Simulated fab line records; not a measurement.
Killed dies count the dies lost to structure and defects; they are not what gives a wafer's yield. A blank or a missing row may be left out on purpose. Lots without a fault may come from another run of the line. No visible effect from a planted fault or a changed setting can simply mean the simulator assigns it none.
fab line records / flow ritCmos
[record] lots = 14 wafers = 42 lastDay = 8
route steps=202 shown NRETRO@61
lots that met no fault: taken from a fault-free run of the same line
startH: the number of hours between the record's first day and the start of the first shown wafer of the lot / waitH: hours from the lot's prior step to this one / " repeats the value in the row above / L1.1+2: a single row standing in for several wafers / - either no value or no given start / * or withheld: withheld / < > ~ a bound
route shown NAME@n: NAME is a module with steps in the file, n the number in the route of the first one / usual: mean/standard deviation of fault-free wafers / same: alike in all rows / chamber/n: place in a boat / sites: per-site readings / _std_site: the values' standard deviation / _edge_site: mean of outer sites minus mean of inner sites / radiusMm: how far each site lies from the wafer's centre / mask NAME#n: copy n / behind: tool/chamber where the wafer was last shaped / hold: the reason the lot was held/the length of the hold in hours/how it ended / device: the n, p or np transistor that did not switch / end of line: the same wafers' tests at the end of the route / for a step that has no rows: nothing shown but its recipe / killed: at the first sort, the dies lost to defects and structure; wafer yield is something else / map: a wafer's dies, marking killed ones x, the rest . and places with no die _
set.NAME: setting as actually run; set.NAME@STEP: the setting as run at that earlier step / model.NAME: the simulator's own value behind a step, which no gauge read
one table for each step of the route and one row for each wafer, over a sample of lots
services: from which hour (startH, from the record's first day; less than 0 if before it) a tool's chamber was out of use, for how many hours, and why
[[steps]]
[step RIT_NRETRO_IMPLANT_08]
[recipe] species = P energyKev = 70 doseCm2 = 1e+13 tiltDeg = 7
[usual] beamOnS = 10.01/0.19 doseIonsCm2 = 1e+13/1e+10 faradayCurrentUA = 31.7/0.61
lot.wafer=L413.2 tool=implanter-04 chamber=0 startH=51.33 waitH=0.2 beamOnS=9.94 doseIonsCm2=1.0004e+13 faradayCurrentUA=31.9
lot.wafer=L413.3 tool=implanter-04 chamber=0 startH=51.33 waitH=0.2 beamOnS=9.97 doseIonsCm2=1.0003e+13 faradayCurrentUA=32.0
lot.wafer=L413.4 tool=implanter-04 chamber=0 startH=51.33 waitH=0.2 beamOnS=9.99 doseIonsCm2=1.0005e+13 faradayCurrentUA=31.8
lot.wafer=L415.2 tool=implanter-04 chamber=0 startH=63.11 waitH=0.2 beamOnS=10.08 doseIonsCm2=1.0004e+13 faradayCurrentUA=31.5
lot.wafer=L415.3 tool=implanter-04 chamber=0 startH=63.11 waitH=0.2 beamOnS=10.29 doseIonsCm2=9.988e+12 faradayCurrentUA=30.8
lot.wafer=L415.5 tool=implanter-04 chamber=0 startH=63.11 waitH=0.2 beamOnS=10.20 doseIonsCm2=1.0005e+13 faradayCurrentUA=31.1
lot.wafer=L416.1 tool=implanter-02 chamber=0 startH=66.07 waitH=0.2 beamOnS=9.88 doseIonsCm2=9.988e+12 faradayCurrentUA=32.1
lot.wafer=L416.4 tool=implanter-02 chamber=0 startH=66.07 waitH=0.2 beamOnS=10.02 doseIonsCm2=1e+13 faradayCurrentUA=31.6
lot.wafer=L416.5 tool=implanter-02 chamber=0 startH=66.07 waitH=0.2 beamOnS=10.00 doseIonsCm2=9.989e+12 faradayCurrentUA=31.8
lot.wafer=L421.3 tool=implanter-02 chamber=0 startH=87.11 waitH=0.2 beamOnS=10.29 doseIonsCm2=7.814e+12 faradayCurrentUA=24.1
lot.wafer=L421.4 tool=implanter-02 chamber=0 startH=87.11 waitH=0.2 beamOnS=10.06 doseIonsCm2=7.824e+12 faradayCurrentUA=24.5
lot.wafer=L421.6 tool=implanter-02 chamber=0 startH=87.11 waitH=0.2 beamOnS=10.26 doseIonsCm2=7.818e+12 faradayCurrentUA=24.1
lot.wafer=L423.1 tool=implanter-04 chamber=0 startH=100.31 waitH=0.2 beamOnS=9.94 doseIonsCm2=1.0012e+13 faradayCurrentUA=31.9
lot.wafer=L423.2 tool=implanter-04 chamber=0 startH=100.31 waitH=0.2 beamOnS=10.12 doseIonsCm2=1.0001e+13 faradayCurrentUA=31.4
lot.wafer=L423.3 tool=implanter-04 chamber=0 startH=100.31 waitH=0.2 beamOnS=10.04 doseIonsCm2=9.992e+12 faradayCurrentUA=31.6
lot.wafer=L424.3 tool=implanter-04 chamber=0 startH=101.41 waitH=0.2 beamOnS=9.99 doseIonsCm2=9.987e+12 faradayCurrentUA=31.6
lot.wafer=L424.5 tool=implanter-04 chamber=0 startH=101.41 waitH=0.2 beamOnS=10.04 doseIonsCm2=9.989e+12 faradayCurrentUA=31.7
lot.wafer=L424.6 tool=implanter-04 chamber=0 startH=101.41 waitH=0.2 beamOnS=10.12 doseIonsCm2=9.996e+12 faradayCurrentUA=31.4
lot.wafer=L425.1 tool=implanter-02 chamber=0 startH=110.10 waitH=0.2 beamOnS=9.71 doseIonsCm2=7.791e+12 faradayCurrentUA=25.5
lot.wafer=L425.3 tool=implanter-02 chamber=0 startH=110.10 waitH=0.2 beamOnS=9.90 doseIonsCm2=7.783e+12 faradayCurrentUA=24.9
lot.wafer=L425.5 tool=implanter-02 chamber=0 startH=110.10 waitH=0.2 beamOnS=9.79 doseIonsCm2=7.778e+12 faradayCurrentUA=25.2
lot.wafer=L426.4 tool=implanter-03 chamber=0 startH=113.99 waitH=0.2 beamOnS=9.82 doseIonsCm2=9.999e+12 faradayCurrentUA=32.4
lot.wafer=L426.5 tool=implanter-03 chamber=0 startH=113.99 waitH=0.2 beamOnS=9.99 doseIonsCm2=1.0007e+13 faradayCurrentUA=31.9
lot.wafer=L426.6 tool=implanter-03 chamber=0 startH=113.99 waitH=0.2 beamOnS=10.01 doseIonsCm2=1.001e+13 faradayCurrentUA=31.6
lot.wafer=L427.4 tool=implanter-03 chamber=0 startH=115.86 waitH=0.2 beamOnS=9.96 doseIonsCm2=1.0003e+13 faradayCurrentUA=31.8
lot.wafer=L427.5 tool=implanter-03 chamber=0 startH=115.86 waitH=0.2 beamOnS=10.12 doseIonsCm2=9.998e+12 faradayCurrentUA=31.3
lot.wafer=L427.6 tool=implanter-03 chamber=0 startH=115.86 waitH=0.2 beamOnS=9.91 doseIonsCm2=9.999e+12 faradayCurrentUA=32.1
lot.wafer=L429.1 tool=implanter-03 chamber=0 startH=128.67 waitH=0.2 beamOnS=10.13 doseIonsCm2=9.994e+12 faradayCurrentUA=31.2
lot.wafer=L429.2 tool=implanter-03 chamber=0 startH=128.67 waitH=0.2 beamOnS=10.25 doseIonsCm2=9.994e+12 faradayCurrentUA=30.9
lot.wafer=L429.3 tool=implanter-03 chamber=0 startH=128.67 waitH=0.2 beamOnS=10.42 doseIonsCm2=1e+13 faradayCurrentUA=30.3
lot.wafer=L430.2 tool=implanter-03 chamber=0 startH=133.08 waitH=0.2 beamOnS=10.27 doseIonsCm2=1.0001e+13 faradayCurrentUA=30.9
lot.wafer=L430.3 tool=implanter-03 chamber=0 startH=133.08 waitH=0.2 beamOnS=10.19 doseIonsCm2=9.984e+12 faradayCurrentUA=31.0
lot.wafer=L430.5 tool=implanter-03 chamber=0 startH=133.08 waitH=0.2 beamOnS=9.80 doseIonsCm2=1.0021e+13 faradayCurrentUA=32.3
lot.wafer=L431.2 tool=implanter-04 chamber=0 startH=138.20 waitH=0.2 beamOnS=9.94 doseIonsCm2=1.0003e+13 faradayCurrentUA=31.8
lot.wafer=L431.4 tool=implanter-04 chamber=0 startH=138.20 waitH=0.2 beamOnS=9.89 doseIonsCm2=1.0004e+13 faradayCurrentUA=32.1
lot.wafer=L431.5 tool=implanter-04 chamber=0 startH=138.20 waitH=0.2 beamOnS=9.88 doseIonsCm2=1.0007e+13 faradayCurrentUA=31.9
lot.wafer=L432.4 tool=implanter-04 chamber=0 startH=141.46 waitH=0.2 beamOnS=10.11 doseIonsCm2=1.0006e+13 faradayCurrentUA=31.2
lot.wafer=L432.5 tool=implanter-04 chamber=0 startH=141.46 waitH=0.2 beamOnS=9.85 doseIonsCm2=1.0002e+13 faradayCurrentUA=32.1
lot.wafer=L432.6 tool=implanter-04 chamber=0 startH=141.46 waitH=0.2 beamOnS=9.92 doseIonsCm2=1.0011e+13 faradayCurrentUA=31.9
lot.wafer=L433.2 tool=implanter-04 chamber=0 startH=147.76 waitH=0.2 beamOnS=9.93 doseIonsCm2=9.998e+12 faradayCurrentUA=32.1
lot.wafer=L433.3 tool=implanter-04 chamber=0 startH=147.76 waitH=0.2 beamOnS=9.90 doseIonsCm2=9.988e+12 faradayCurrentUA=32.1
lot.wafer=L433.4 tool=implanter-04 chamber=0 startH=147.76 waitH=0.2 beamOnS=10.09 doseIonsCm2=9.976e+12 faradayCurrentUA=31.5
[step RIT_NRETRO_TW_MEAS_10]
[usual] NRETRO_TW = 1045/8.5
lot.wafer=L413.2 tool=filmMetro-02 chamber=- startH=51.64 waitH=0.1 NRETRO_TW=1033
lot.wafer=L413.3 tool=filmMetro-02 chamber=- startH=51.64 waitH=0.1 NRETRO_TW=1035
lot.wafer=L413.4 tool=filmMetro-02 chamber=- startH=51.64 waitH=0.1 NRETRO_TW=1028
lot.wafer=L415.2 tool=filmMetro-04 chamber=- startH=63.42 waitH=0.1 NRETRO_TW=1045
lot.wafer=L415.3 tool=filmMetro-04 chamber=- startH=63.42 waitH=0.1 NRETRO_TW=1047
lot.wafer=L415.5 tool=filmMetro-04 chamber=- startH=63.42 waitH=0.1 NRETRO_TW=1047
lot.wafer=L416.1 tool=filmMetro-02 chamber=- startH=66.40 waitH=0.1 NRETRO_TW=1028
lot.wafer=L416.4 tool=filmMetro-02 chamber=- startH=66.40 waitH=0.1 NRETRO_TW=1029
lot.wafer=L416.5 tool=filmMetro-02 chamber=- startH=66.40 waitH=0.1 NRETRO_TW=1033
lot.wafer=L421.3 tool=filmMetro-01 chamber=- startH=87.40 waitH=0.1 NRETRO_TW=978
lot.wafer=L421.4 tool=filmMetro-01 chamber=- startH=87.40 waitH=0.1 NRETRO_TW=979
lot.wafer=L421.6 tool=filmMetro-01 chamber=- startH=87.40 waitH=0.1 NRETRO_TW=976
lot.wafer=L423.1 tool=filmMetro-01 chamber=- startH=100.63 waitH=0.1 NRETRO_TW=1055
lot.wafer=L423.2 tool=filmMetro-01 chamber=- startH=100.63 waitH=0.1 NRETRO_TW=1052
lot.wafer=L423.3 tool=filmMetro-01 chamber=- startH=100.63 waitH=0.1 NRETRO_TW=1055
lot.wafer=L424.3 tool=filmMetro-02 chamber=- startH=101.70 waitH=0.1 NRETRO_TW=1035
lot.wafer=L424.5 tool=filmMetro-02 chamber=- startH=101.70 waitH=0.1 NRETRO_TW=1033
lot.wafer=L424.6 tool=filmMetro-02 chamber=- startH=101.70 waitH=0.1 NRETRO_TW=1035
lot.wafer=L425.1 tool=filmMetro-04 chamber=- startH=110.42 waitH=0.1 NRETRO_TW=969
lot.wafer=L425.3 tool=filmMetro-04 chamber=- startH=110.42 waitH=0.1 NRETRO_TW=969
lot.wafer=L425.5 tool=filmMetro-04 chamber=- startH=110.42 waitH=0.1 NRETRO_TW=973
lot.wafer=L426.4 tool=filmMetro-04 chamber=- startH=114.27 waitH=0.1 NRETRO_TW=1050
lot.wafer=L426.5 tool=filmMetro-04 chamber=- startH=114.27 waitH=0.1 NRETRO_TW=1049
lot.wafer=L426.6 tool=filmMetro-04 chamber=- startH=114.27 waitH=0.1 NRETRO_TW=1045
lot.wafer=L427.4 tool=filmMetro-02 chamber=- startH=116.14 waitH=0.1 NRETRO_TW=1033
lot.wafer=L427.5 tool=filmMetro-02 chamber=- startH=116.14 waitH=0.1 NRETRO_TW=1038
lot.wafer=L427.6 tool=filmMetro-02 chamber=- startH=116.14 waitH=0.1 NRETRO_TW=1029
lot.wafer=L429.1 tool=filmMetro-04 chamber=- startH=128.99 waitH=0.1 NRETRO_TW=1051
lot.wafer=L429.2 tool=filmMetro-04 chamber=- startH=128.99 waitH=0.1 NRETRO_TW=1050
lot.wafer=L429.3 tool=filmMetro-04 chamber=- startH=128.99 waitH=0.1 NRETRO_TW=1043
lot.wafer=L430.2 tool=filmMetro-02 chamber=- startH=133.39 waitH=0.1 NRETRO_TW=1032
lot.wafer=L430.3 tool=filmMetro-02 chamber=- startH=133.39 waitH=0.1 NRETRO_TW=1037
lot.wafer=L430.5 tool=filmMetro-02 chamber=- startH=133.39 waitH=0.1 NRETRO_TW=1034
lot.wafer=L431.2 tool=filmMetro-04 chamber=- startH=138.51 waitH=0.1 NRETRO_TW=1047
lot.wafer=L431.4 tool=filmMetro-04 chamber=- startH=138.51 waitH=0.1 NRETRO_TW=1051
lot.wafer=L431.5 tool=filmMetro-04 chamber=- startH=138.51 waitH=0.1 NRETRO_TW=1042
lot.wafer=L432.4 tool=filmMetro-04 chamber=- startH=141.74 waitH=0.1 NRETRO_TW=1046
lot.wafer=L432.5 tool=filmMetro-04 chamber=- startH=141.74 waitH=0.1 NRETRO_TW=1049
lot.wafer=L432.6 tool=filmMetro-04 chamber=- startH=141.74 waitH=0.1 NRETRO_TW=1042
lot.wafer=L433.2 tool=filmMetro-01 chamber=- startH=148.07 waitH=0.1 NRETRO_TW=1053
lot.wafer=L433.3 tool=filmMetro-01 chamber=- startH=148.07 waitH=0.1 NRETRO_TW=1054
lot.wafer=L433.4 tool=filmMetro-01 chamber=- startH=148.07 waitH=0.1 NRETRO_TW=1055
[[services]]
tool=implanter-03 chamber=- startH=41.04 hours=3.2 kind=pm
tool=implanter-03 chamber=- startH=59.08 hours=37.7 kind=repair
tool=implanter-02 chamber=- startH=98.24 hours=3.3 kind=pm
tool=implanter-02 chamber=- startH=102.77 hours=3.7 kind=pm
tool=implanter-03 chamber=- startH=106.98 hours=2.0 kind=repair
tool=implanter-04 chamber=- startH=108.97 hours=5.6 kind=repair
tool=implanter-02 chamber=- startH=134.19 hours=20.5 kind=pm
[[key]]
[firstSign] step = RIT_NRETRO_IMPLANT_08 reading = doseIonsCm2 direction = down sigmas = 99+ usual = 1e+13 struck = 7.801e+12
[effect] step = RIT_NRETRO_IMPLANT_08 reading = faradayCurrentUA direction = down sigmas = 12 usual = 31.7 struck = 24.7
[effect] step = RIT_NRETRO_TW_MEAS_10 reading = NRETRO_TW direction = down sigmas = 8.3 usual = 1045 struck = 974
metAt RIT_NRETRO_IMPLANT_08
struckLots L421,L425
testerLeftOut L421,L425
onsetBetween 66.07 87.11
[fault] kind = processParameterDrift tool = implanter-02 chamber = - onsetH = 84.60 steps = RIT_NRETRO_IMPLANT_08 channel = doseCm2 offset = -2.2e+12 shape = step endH = 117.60 actsIn = theseRecipesOnly stated = 1e+13
// testerLeftOut: of these lots the tester's yield and bins aren't shown, on N5 and GAA mostly nor the transistor test; their killed dies are dies lost to structure and defects alone, not to doping, threshold or leakage, so they don't give the yield
